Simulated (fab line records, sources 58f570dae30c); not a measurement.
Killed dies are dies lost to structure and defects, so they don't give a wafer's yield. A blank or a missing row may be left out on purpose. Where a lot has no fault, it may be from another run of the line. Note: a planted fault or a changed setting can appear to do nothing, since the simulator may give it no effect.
Which tool did it?    flow berkeley-cmos170    7 lots, 21 wafers sampled, at 2 steps of a route of 331

WHAT THE GAUGES SHOWED, per wafer
UCB170_NVT_TW_MEAS_09.
lot   measured      on             NVT_TW
L139  day 6 08:49   film-metro-04  521 520 521
L141  day 6 20:22   film-metro-03  536 537 534
L146  day 8 07:01   film-metro-03  533 535 535
L149  day 8 14:05   film-metro-02  522 525 524
L150  day 8 22:34   film-metro-02  655 656 650
L153  day 9 12:18   film-metro-03  663 664 664
L161  day 10 20:43  film-metro-03  532 535 534

WHAT TOOL EACH LOT RAN ON (gives the tool, then ch and the chambers of the sampled wafers, and finally the start)
lot   UCB170_NVT_IMPLANT_07
L139  implanter-04 ch 0, day 6 08:35
L141  implanter-02 ch 0, day 6 20:09
L146  implanter-01 ch 0, day 8 06:46
L149  implanter-01 ch 0, day 8 13:50
L150  implanter-01 ch 0, day 8 22:00
L153  implanter-02 ch 0, day 9 11:44
L161  implanter-02 ch 0, day 10 20:28
- UCB170_NVT_IMPLANT_07

THE ANSWER, worked out from the rows above alone
Rule: what is usual is taken from the lots themselves. The widest of any qualifying gaps counts: lots, ordered by their means at a reading, are off when they make up no more than a third of the lots, leave a main group of 4 or more, and stand apart from it by 3 or more times the standard deviation of that group's means. The tables above print the reading to a certain number of digits; a main group whose means all agree to those digits is not used. Also off: a lot with no number at a reading for which 4 or more lots have one. All remaining lots with rows at the step are treated as sound.
Off: L150, L153, at UCB170_NVT_TW_MEAS_09 (NVT_TW). Main group: mean 530, sd 6.2.
If a tool, at a process step before that reading, ran all the lots that are off and no sound lot after the first of them, it fits. The gauges at UCB170_NVT_TW_MEAS_09 are tried like those tools. Not one of the candidates tried fits.

WHAT WAS PUT IN BY THE SIMULATOR
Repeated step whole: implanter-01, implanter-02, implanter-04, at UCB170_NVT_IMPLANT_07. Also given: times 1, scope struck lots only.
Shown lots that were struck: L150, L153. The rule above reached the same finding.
